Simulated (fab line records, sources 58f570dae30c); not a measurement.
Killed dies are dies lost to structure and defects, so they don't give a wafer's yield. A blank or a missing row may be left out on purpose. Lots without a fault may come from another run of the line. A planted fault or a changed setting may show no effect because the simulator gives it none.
Which tool did it? | flow berkeley_cmos170 | 12 lots, 36 wafers sampled, at 3 steps of a route of 331

WHAT THE GAUGES READ, wafer by wafer
UCB170_M3_CD_MEAS_90: target cd 700 nm. Usual: cd_nm 701 nm, standard deviation 3.5.
lot  | measured     | on        | cd_nm (nm)  | flag
L262 | day 8 02:58  | cd_sem-01 | 701 698 703 |
L260 | day 8 03:47  | cd_sem-02 | 701 704 702 |
L261 | day 8 03:48  | cd_sem-01 | 698 701 701 |
L267 | day 9 13:47  | cd_sem-02 | 684 685 685 | OFF
L266 | day 9 15:02  | cd_sem-01 | 681 683 680 | OFF
L272 | day 10 00:44 | cd_sem-01 | 701 699 700 |
L275 | day 10 21:32 | cd_sem-02 | 701 700 696 |
L274 | day 10 21:59 | cd_sem-02 | 705 704 699 |
L277 | day 11 08:01 | cd_sem-01 | 702 697 698 |
L278 | day 11 21:12 | cd_sem-02 | 699 703 698 |
L280 | day 12 01:08 | cd_sem-02 | 698 700 697 |
L283 | day 13 00:31 | cd_sem-01 | 703 701 705 |

WHICH TOOL RAN EACH LOT (tool, then ch and the chambers of the sampled wafers, then the start)
lot  | UCB170_M3_METAL_ETCH_18           | UCB170_M3_STRIP_19
L262 | rie_metal-02 ch 0,1, day 8 02:39  | plasma_asher-01 ch 0,1, day 8 02:50
L260 | rie_metal-04 ch 0, day 8 03:16    | plasma_asher-01 ch 0,1, day 8 03:38
L261 | rie_metal-03 ch 1, day 8 03:16    | plasma_asher-04 ch 1, day 8 03:35
L267 | rie_metal-03 ch 0,1, day 9 13:26  | plasma_asher-01 ch 0,1, day 9 13:35
L266 | rie_metal-03 ch 0,1, day 9 14:44  | plasma_asher-03 ch 0,1, day 9 14:55
L272 | rie_metal-04 ch 0,1, day 10 00:27 | plasma_asher-01 ch 0,1, day 10 00:36
L275 | rie_metal-04 ch 0,1, day 10 21:13 | plasma_asher-01 ch 0,1, day 10 21:25
L274 | rie_metal-02 ch 0,1, day 10 21:43 | plasma_asher-01 ch 0,1, day 10 21:52
L277 | rie_metal-02 ch 0,1, day 11 07:38 | plasma_asher-01 ch 0,1, day 11 07:53
L278 | rie_metal-02 ch 0,1, day 11 20:53 | plasma_asher-03 ch 0,1, day 11 21:05
L280 | rie_metal-04 ch 0,1, day 12 00:51 | plasma_asher-04 ch 0,1, day 12 01:02
L283 | rie_metal-04 ch 0, day 13 00:02   | plasma_asher-03 ch 0,1, day 13 00:25
- UCB170_M3_METAL_ETCH_18: etches Al in Cl2/BCl3, stops on SiO2, target depth 1170 nm, time 195 s.
- UCB170_M3_STRIP_19: strips in O2.

WHAT THE TOOLS THEMSELVES READ (means of the sampled wafers that have a number; where no wafer has one, the mark that the record gives instead)
UCB170_M3_METAL_ETCH_18. Usual: drypump_motor_current_A 5.3 A, standard deviation 0.35; oes_product_au 0.855 a.u., standard deviation 0.016; throttle_valve_pct 24.67 %, standard deviation 0.12.
lot  | tool         | drypump_motor_current_A (A) | oes_product_au (a.u.) | throttle_valve_pct (%) | flag
L262 | rie_metal-02 | 5.4                         | 0.851                 | 24.68                  |
L260 | rie_metal-04 | 5.0                         | 0.869                 | 24.68                  |
L261 | rie_metal-03 | 4.9                         | 0.869                 | 24.83                  |
L267 | rie_metal-03 | 5.3                         | 0.841                 | 24.69                  |
L266 | rie_metal-03 | 5.3                         | 0.848                 | 24.69                  |
L272 | rie_metal-04 | 5.3                         | 0.862                 | 24.57                  |
L275 | rie_metal-04 | 5.3                         | 0.863                 | 24.58                  |
L274 | rie_metal-02 | 5.5                         | 0.857                 | 24.64                  |
L277 | rie_metal-02 | 5.4                         | 0.848                 | 24.68                  |
L278 | rie_metal-02 | 5.5                         | 0.849                 | 24.65                  |
L280 | rie_metal-04 | 5.3                         | 0.866                 | 24.59                  |
L283 | rie_metal-04 | 5.0                         | 0.870                 | 24.67                  |

UCB170_M3_STRIP_19. Usual: drypump_motor_current_A 6.0 A, standard deviation 0.34; oes_product_au 0.540 a.u., standard deviation 0.013.
lot  | tool            | drypump_motor_current_A (A) | oes_product_au (a.u.) | flag
L262 | plasma_asher-01 | 6.1                         | 0.535                 |
L260 | plasma_asher-01 | 6.2                         | 0.532                 |
L261 | plasma_asher-04 | 6.2                         | 0.551                 |
L267 | plasma_asher-01 | 6.2                         | 0.316                 | OFF
L266 | plasma_asher-03 | 5.8                         | 0.318                 | OFF
L272 | plasma_asher-01 | 6.2                         | 0.546                 |
L275 | plasma_asher-01 | 6.1                         | 0.544                 |
L274 | plasma_asher-01 | 6.1                         | 0.531                 |
L277 | plasma_asher-01 | 6.1                         | 0.533                 |
L278 | plasma_asher-03 | 6.2                         | 0.546                 |
L280 | plasma_asher-04 | 5.9                         | 0.538                 |
L283 | plasma_asher-03 | 5.8                         | 0.532                 |

THE ANSWER, worked out from the rows above alone
Rule: a lot is off if the mean of its wafers that have a number lies more than 3 standard deviations from the usual mean. A lot without any number at a reading at which 4 lots or more have one is off too. The other lots that the step has rows for count as sound. The gauges are gone through in route order, then the tools' own readings, and for those a lot's mean is taken as printed above. The first step at which some lot is off is used, and at that step the reading that is off furthest; a lot without a number counts as furthest.
Off: L267, L266, at UCB170_M3_CD_MEAS_90 (cd_nm).
A tool fits if, at a process step before that reading, it ran every lot that is off, and no sound lot after the first of them. The gauges at UCB170_M3_CD_MEAS_90 aren't tried: what is off there is off at UCB170_M3_STRIP_19 too, on other tools, and a gauge's error can't cause that. One fits: rie_metal-03 at UCB170_M3_METAL_ETCH_18. Its last sound lot is L261 (day 8 03:16), its first lot that is off L267 (day 9 13:26): a fault that began between those two fits.

WHAT THE SIMULATOR HAD PUT IN
Process parameter drift: rie_metal-03, from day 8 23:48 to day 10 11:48, at UCB170_M3_METAL_ETCH_18. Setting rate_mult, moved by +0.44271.
Lots struck among those shown: L267, L266. The rule above found the same.
